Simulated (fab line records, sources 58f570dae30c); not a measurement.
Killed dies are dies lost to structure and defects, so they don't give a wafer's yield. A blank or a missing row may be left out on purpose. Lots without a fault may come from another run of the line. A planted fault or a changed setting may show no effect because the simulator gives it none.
fab line records | flow berkeley_cmos170 | part 2 of 2: steps 36 to 49 of 49
record lots=5 wafers=15 last_day=11
route steps=331 shown ACTIVE@74 PFIELD@79 FIELD@89 SACOX@97 SCREENOX@100 NVT@104 PVT@115
lots that met no fault: from a run of the same line without faults
start_h: hours from the record's first day to the start of the lot's first wafer shown | wait_h: hours since the lot's step before | " the same as in the row above | L1.1+2: a row that stands for several wafers | - no value, or no start given | * or withheld: withheld | < > ~ a bound
route shown NAME@n: a module of which the file shows steps, and the number in the route of the first | usual: mean/standard deviation of fault-free wafers | same: alike in all rows | chamber/n: place in a boat | sites: the reading at each site | _std_site: their standard deviation | _edge_site: outer sites' mean less inner sites' | radius_mm: how far each site lies from the wafer's centre | mask NAME#n: copy n | behind: the tool/chamber that last shaped the wafer | hold: why the lot was held/for how many hours/how that ended | device: the transistor (n, p or np) that didn't switch | end of line: the same wafers' tests at the end of the route | a step without rows: its recipe alone | killed: dies lost to structure and defects at the first sort, not the wafer's yield | map: a wafer's dies, x killed, . not, _ none there
set.NAME: the setting as run; set.NAME@STEP: as run at that earlier step | model.NAME: the simulator's own value behind a step, which no gauge read
lots at some steps of the route; a table a step, a row a wafer
services: from which hour (start_h, from the record's first day; less than 0 if before it) a tool's chamber was out of use, for how many hours, and why
## steps
# step UCB170_NVT_DEVELOP_05
# recipe developer=TMAH develop_time_s=45 resist=KrF dev_temp_c=21
# columns lot.wafer tool chamber start_h wait_h
L076.3+4+5 litho_track-02 0 - -
L084.2+3+6 litho_track-02 0 - -
L085.1+4+6 litho_track-01 0 - -
L088.1+4+5 litho_track-02 0 - -
L094.3+4+5 litho_track-01 0 - -
# step UCB170_NVT_OVL_MEAS_06
# usual NVT_OVL=3/6.1
# columns lot.wafer tool chamber start_h wait_h NVT_OVL[nm]
L076.3 overlay-02 - 123.00 - 2
L076.4 " - " " 7
L076.5 " - " " 4
L084.2 overlay-01 - 170.12 - 9
L084.3 " - " " 6
L084.6 " - " " 1
L085.1 overlay-02 - 170.96 - -7
L085.4 " - " " 4
L085.6 " - " " -1
L088.1 overlay-02 - 180.99 - 2
L088.4 " - " " -2
L088.5 " - " " 3
L094.3 overlay-02 - 205.32 - 6
L094.4 " - " " 7
L094.5 " - " " 7
# step UCB170_NVT_IMPLANT_07
# recipe species=BF2 dose_cm2=3.059e+12 energy_kev=50 tilt_deg=7
# columns lot.wafer tool chamber start_h wait_h
L076.3+4+5 implanter-04 0 123.08 0.1
L084.2+3+6 implanter-02 0 170.18 0.0
L085.1+4+6 implanter-02 0 170.99 0.0
L088.1+4+5 implanter-02 0 181.03 0.0
L094.3+4+5 implanter-02 0 205.39 0.1
# step UCB170_NVT_STRIP_08
# recipe chemistry=O2 power_w=400 pressure_mtorr=3500 platen_temp_c=withheld o2_flow_sccm=400 overash_fraction=0.5
# usual drypump_motor_current_A=6.1/0.44 oes_product_au=0.735/0.0046 strip_time_to_endpoint_s=21.64/0.053
# columns lot.wafer tool chamber start_h wait_h drypump_motor_current_A oes_product_au rf_hours_counter_h strip_time_to_endpoint_s
L076.3 plasma_asher-01 1 123.21 0.1 6.6 0.736 - 21.56
L076.4 " 0 " " 6.0 0.728 - 21.57
L076.5 " 1 " " 6.5 0.741 - 21.60
L084.2 plasma_asher-01 1 170.30 0.1 6.5 0.747 47 21.69
L084.3 " 1 " " 6.5 0.727 - 21.70
L084.6 " 1 " " 6.5 0.735 - 21.65
L085.1 plasma_asher-04 1 171.14 0.1 5.3 0.736 37 21.58
L085.4 " 1 " " 5.3 0.729 - 21.53
L085.6 " 0 " " 6.5 0.746 - 21.61
L088.1 plasma_asher-01 1 181.18 0.1 6.5 0.734 48 21.66
L088.4 " 1 " " 6.5 0.733 - 21.63
L088.5 " 1 " " 6.5 0.731 - 21.55
L094.3 plasma_asher-03 0 205.53 0.1 5.9 0.734 - 21.62
L094.4 " 1 " " 5.8 0.735 - 21.64
L094.5 " 0 " " 5.9 0.731 - 21.64
# step UCB170_NVT_TW_MEAS_09
# usual NVT_TW=527.0/2.4
# columns lot.wafer tool chamber start_h wait_h NVT_TW
L076.3 film_metro-04 - 123.30 0.1 527.6
L076.4 " - " " 529.3
L076.5 " - " " 529.4
L084.2 film_metro-03 - 170.41 0.1 529.4
L084.3 " - " " 524.0
L084.6 " - " " 527.4
L085.1 film_metro-04 - 171.24 0.1 530.2
L085.4 " - " " 527.0
L085.6 " - " " 527.8
L088.1 film_metro-03 - 181.28 0.1 523.1
L088.4 " - " " 525.6
L088.5 " - " " 527.9
L094.3 film_metro-04 - 205.61 0.1 530.0
L094.4 " - " " 530.3
L094.5 " - " " 527.5
# step UCB170_NVT_CLEAN_10
# recipe chemistry=SPM temp_c=120 time_s=600
# columns lot.wafer tool chamber start_h wait_h
L076.3+4+5 wet_bench-01 2 124.68 1.4
L084.2+3+6 wet_bench-02 2 170.78 0.4
L085.1+4+6 wet_bench-02 3 171.33 0.1
L088.1+4+5 wet_bench-01 2 181.42 0.1
L094.3+4+5 wet_bench-01 1 205.65 0.0
# step UCB170_PVT_HMDS_00
# recipe prime_time_s=60 prime_temp_c=100
# columns lot.wafer tool chamber start_h wait_h
L076.3+4+5 litho_track-02 0 124.92 0.1
L084.2+3+6 litho_track-03 0 171.56 0.6
L085.1+4+6 litho_track-03 0 172.54 1.0
L088.1+4+5 litho_track-03 0 181.79 0.2
L094.3+4+5 litho_track-03 0 206.32 0.5
# step UCB170_PVT_COAT_01
# recipe resist=KrF spin_rpm=1500 resist_thk_nm=900
# columns lot.wafer tool chamber start_h wait_h
L076.3+4+5 litho_track-02 0 125.07 0.1
L084.2+3+6 litho_track-03 0 171.71 0.1
L085.1+4+6 litho_track-03 0 172.69 0.1
L088.1+4+5 litho_track-03 0 181.94 0.1
L094.3+4+5 litho_track-03 0 206.47 0.1
# step UCB170_PVT_SOFTBAKE_02
# recipe resist=KrF temp_c=130 time_s=60
# columns lot.wafer tool chamber start_h wait_h
L076.3+4+5 litho_track-02 0 125.22 0.1
L084.2+3+6 litho_track-03 0 171.86 0.1
L085.1+4+6 litho_track-03 0 172.84 0.1
L088.1+4+5 litho_track-03 0 182.09 0.1
L094.3+4+5 litho_track-03 0 206.62 0.1
# step UCB170_PVT_EXPOSE_03
# recipe mask_id=NWELL target_cd_nm=3000 na=0.5 sigma_outer=0.6 source_shape=conventional dose_mj=30
# usual reticle_temp_C=23.02/0.11
# same na=0.5
# columns lot.wafer tool chamber start_h wait_h mask reticle_temp_C
L076.3 krf_scanner-01 0 125.60 0.4 NWELL#0 23.03
L076.4 " 0 " " NWELL#0 23.06
L076.5 " 0 " " NWELL#0 23.05
L084.2 krf_scanner-01 0 172.39 0.5 NWELL#0 22.93
L084.3 " 0 " " NWELL#0 23.10
L084.6 " 0 " " NWELL#0 22.93
L085.1 krf_scanner-02 0 172.99 0.1 NWELL#0 23.02
L085.4 " 0 " " NWELL#0 23.02
L085.6 " 0 " " NWELL#0 23.06
L088.1 krf_scanner-01 0 182.58 0.5 NWELL#0 23.13
L088.4 " 0 " " NWELL#0 23.04
L088.5 " 0 " " NWELL#0 23.11
L094.3 krf_scanner-02 0 206.76 0.1 NWELL#0 23.23
L094.4 " 0 " " NWELL#0 23.13
L094.5 " 0 " " NWELL#0 23.23
# step UCB170_PVT_PEB_04
# recipe peb_temp_c=130 peb_time_s=withheld resist=KrF
# columns lot.wafer tool chamber start_h wait_h
L076.3+4+5 litho_track-03 0 126.13 0.5
L084.2+3+6 litho_track-04 0 173.24 0.8
L085.1+4+6 litho_track-02 0 173.74 0.7
L088.1+4+5 litho_track-02 0 182.89 0.3
L094.3+4+5 litho_track-04 0 207.53 0.8
# step UCB170_PVT_DEVELOP_05
# recipe developer=TMAH develop_time_s=45 resist=KrF dev_temp_c=21
# columns lot.wafer tool chamber start_h wait_h
L076.3+4+5 litho_track-03 0 - -
L084.2+3+6 litho_track-04 0 - -
L085.1+4+6 litho_track-02 0 - -
L088.1+4+5 litho_track-02 0 - -
L094.3+4+5 litho_track-04 0 - -
# step UCB170_PVT_OVL_MEAS_06
# usual PVT_OVL=-1/4.5
# columns lot.wafer tool chamber start_h wait_h PVT_OVL[nm]
L076.3 overlay-01 - 126.37 - 5
L076.4 " - " " -1
L076.5 " - " " -2
L084.2 overlay-02 - 173.50 - 6
L084.3 " - " " 6
L084.6 " - " " 9
L085.1 overlay-01 - 174.01 - -2
L085.4 " - " " 2
L085.6 " - " " 7
L088.1 overlay-02 - 183.17 - -4
L088.4 " - " " -4
L088.5 " - " " -8
L094.3 overlay-01 - 207.76 - -1
L094.4 " - " " 1
L094.5 " - " " -2
# step UCB170_PVT_IMPLANT_07
# recipe species=P dose_cm2=2e+12 energy_kev=30 tilt_deg=7
# columns lot.wafer tool chamber start_h wait_h
L076.3+4+5 implanter-03 0 126.44 0.1
L084.2+3+6 implanter-02 0 173.55 0.0
L085.1+4+6 implanter-02 0 174.05 0.0
L088.1+4+5 implanter-03 0 183.21 0.0
L094.3+4+5 implanter-03 0 207.84 0.1
## services
# columns tool chamber start_h hours kind
wet_bench-01 - 70.90 1.1 repair
krf_scanner-02 - 73.51 0.4 repair
furnace-02 - 73.78 5.6 pm
krf_scanner-02 - 76.21 1.0 pm
krf_scanner-02 - 78.01 0.3 repair
krf_scanner-02 - 79.63 1.9 repair
krf_scanner-02 - 82.60 4.0 pm
plasma_asher-01 - 83.10 0.6 repair
implanter-02 - 83.89 4.1 pm
implanter-03 - 85.49 4.7 repair
krf_scanner-01 - 86.63 0.8 pm
krf_scanner-02 - 105.31 0.8 pm
krf_scanner-02 - 108.16 1.3 pm
furnace-03 - 117.74 3.0 pm
krf_scanner-01 - 121.34 1.0 pm
implanter-02 - 123.80 2.8 repair
plasma_asher-01 - 125.44 2.8 pm
implanter-02 - 128.66 3.5 repair
krf_scanner-01 - 134.42 1.3 pm
implanter-03 - 138.78 3.1 repair
implanter-03 - 167.87 3.5 repair
krf_scanner-01 - 184.25 21.0 pm
furnace-02 - 198.16 3.2 pm
krf_scanner-01 - 205.25 3.6 pm
